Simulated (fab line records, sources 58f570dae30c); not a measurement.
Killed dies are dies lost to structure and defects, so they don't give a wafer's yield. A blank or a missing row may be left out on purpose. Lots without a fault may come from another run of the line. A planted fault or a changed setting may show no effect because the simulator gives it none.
Which tool did it? | flow berkeley_cmos170 | 13 lots, 39 wafers sampled, at 3 steps of a route of 331

WHAT THE GAUGES READ, wafer by wafer
UCB170_M3_RS_MEAS_02: measures by four-point-probe. Usual: M3_AL_RS 0.0322 ohm/sq, standard deviation 0.00035.
lot  | measured     | on            | M3_AL_RS (ohm/sq)    | flag
L477 | day 7 10:26  | film_metro-01 | 0.0326 0.0329 0.0329 |
L479 | day 7 09:56  | film_metro-03 | 0.0320 0.0318 0.0321 |
L481 | day 8 06:37  | film_metro-01 | 0.0322 0.0325 0.0325 |
L480 | day 8 06:21  | film_metro-02 | 0.0330 0.0328 0.0333 |
L483 | day 8 10:32  | film_metro-02 | 0.0321 0.0322 0.0322 |
L484 | day 8 22:21  | film_metro-03 | 0.0321 0.0323 0.0325 |
L487 | day 9 12:28  | film_metro-03 | 0.0326 0.0323 0.0325 |
L486 | day 9 13:00  | film_metro-03 | 0.0322 0.0324 0.0322 |
L489 | day 9 13:14  | film_metro-01 | 0.0321 0.0323 0.0323 |
L494 | day 10 14:37 | film_metro-01 | 0.0324 0.0324 0.0321 |
L496 | day 11 07:25 | film_metro-02 | 0.0323 0.0320 0.0319 |
L497 | day 11 13:01 | film_metro-03 | 0.0313 0.0319 0.0316 |
L498 | day 12 09:37 | film_metro-02 | 0.0325 0.0321 0.0324 |

WHICH TOOL RAN EACH LOT (tool, then ch and the chambers of the sampled wafers, then the start)
lot  | UCB170_PFIELD_STRIP_08              | UCB170_CONTACT_RTA_08
L477 | plasma_asher-04 ch 0,1, day 4 08:22 | rtp_anneal-02 ch 0, day 6 15:35
L479 | plasma_asher-02 ch 0, day 4 08:38   | rtp_anneal-01 ch 0, day 6 15:39
L481 | plasma_asher-04 ch 0,1, day 5 00:21 | rtp_anneal-02 ch 0, day 7 12:43
L480 | plasma_asher-01 ch 0,1, day 5 07:47 | rtp_anneal-02 ch 0, day 7 15:07
L483 | plasma_asher-01 ch 0,1, day 5 08:14 | rtp_anneal-02 ch 0, day 7 16:54
L484 | plasma_asher-01 ch 0,1, day 5 16:14 | rtp_anneal-01 ch 0, day 8 02:16
L487 | plasma_asher-02 ch 0,1, day 6 05:41 | rtp_anneal-02 ch 0, day 8 20:26
L486 | plasma_asher-04 ch 0,1, day 6 07:41 | rtp_anneal-01 ch 0, day 8 20:25
L489 | plasma_asher-01 ch 0,1, day 6 15:59 | rtp_anneal-02 ch 0, day 8 20:29
L494 | plasma_asher-02 ch 0,1, day 7 07:31 | rtp_anneal-02 ch 0, day 9 20:55
L496 | plasma_asher-04 ch 0,1, day 7 23:20 | rtp_anneal-02 ch 0, day 10 12:08
L497 | plasma_asher-01 ch 0,1, day 8 07:05 | rtp_anneal-01 ch 0, day 10 19:33
L498 | plasma_asher-02 ch 0,1, day 8 22:10 | rtp_anneal-01 ch 0, day 11 15:23
- UCB170_PFIELD_STRIP_08: strips in O2.
- UCB170_CONTACT_RTA_08: time 10 s.

WHAT THE TOOLS THEMSELVES READ (means of the sampled wafers that have a number; where no wafer has one, the mark that the record gives instead)
UCB170_PFIELD_STRIP_08. Usual: drypump_motor_current_A 5.7 A, standard deviation 0.57; oes_product_au 0.735 a.u., standard deviation 0.0046; strip_time_to_endpoint_s 21.66 s, standard deviation 0.057.
lot  | tool            | drypump_motor_current_A (A) | oes_product_au (a.u.) | strip_time_to_endpoint_s (s) | flag
L477 | plasma_asher-04 | 5.2                         | 0.737                 | 21.64                        |
L479 | plasma_asher-02 | 6.5                         | 0.739                 | 21.69                        |
L481 | plasma_asher-04 | 5.4                         | 0.728                 | 21.64                        |
L480 | plasma_asher-01 | 5.5                         | 0.733                 | 21.68                        |
L483 | plasma_asher-01 | 5.5                         | 0.736                 | 21.66                        |
L484 | plasma_asher-01 | 5.3                         | 0.734                 | 21.69                        |
L487 | plasma_asher-02 | 6.5                         | 0.733                 | 21.60                        |
L486 | plasma_asher-04 | 5.4                         | 0.739                 | 21.67                        |
L489 | plasma_asher-01 | 5.3                         | 0.738                 | 21.62                        |
L494 | plasma_asher-02 | 6.6                         | 0.734                 | 21.70                        |
L496 | plasma_asher-04 | 5.3                         | 0.730                 | 21.72                        |
L497 | plasma_asher-01 | 5.3                         | 0.737                 | 21.62                        |
L498 | plasma_asher-02 | 6.5                         | 0.733                 | 21.65                        |

UCB170_CONTACT_RTA_08. Usual: lamp_power_pct 25.6 %, standard deviation 1.9; wafer_temp_C_max 903.1, standard deviation 0.66.
lot  | tool          | lamp_power_pct (%) | wafer_temp_C_max | flag
L477 | rtp_anneal-02 | 23.9               | 903.3            |
L479 | rtp_anneal-01 | 27.7               | 902.7            |
L481 | rtp_anneal-02 | 23.9               | 902.8            |
L480 | rtp_anneal-02 | 23.9               | 903.3            |
L483 | rtp_anneal-02 | 23.9               | 903.6            |
L484 | rtp_anneal-01 | 27.6               | 902.5            |
L487 | rtp_anneal-02 | 23.9               | 903.1            |
L486 | rtp_anneal-01 | 27.7               | 903.4            |
L489 | rtp_anneal-02 | 23.9               | 902.5            |
L494 | rtp_anneal-02 | 23.9               | 902.9            |
L496 | rtp_anneal-02 | 23.9               | 903.1            |
L497 | rtp_anneal-01 | 27.7               | 903.6            |
L498 | rtp_anneal-01 | 27.7               | 902.8            |

THE ANSWER, worked out from the rows above alone
Rule: a lot is off if the mean of its wafers that have a number lies more than 3 standard deviations from the usual mean. A lot without any number at a reading at which 4 lots or more have one is off too. The other lots that the step has rows for count as sound. The gauges are gone through in route order, then the tools' own readings, and for those a lot's mean is taken as printed above. The first step at which some lot is off is used, and at that step the reading that is off furthest; a lot without a number counts as furthest.
No lot is off at any reading shown: from this, nothing can be told.

WHAT THE SIMULATOR HAD PUT IN
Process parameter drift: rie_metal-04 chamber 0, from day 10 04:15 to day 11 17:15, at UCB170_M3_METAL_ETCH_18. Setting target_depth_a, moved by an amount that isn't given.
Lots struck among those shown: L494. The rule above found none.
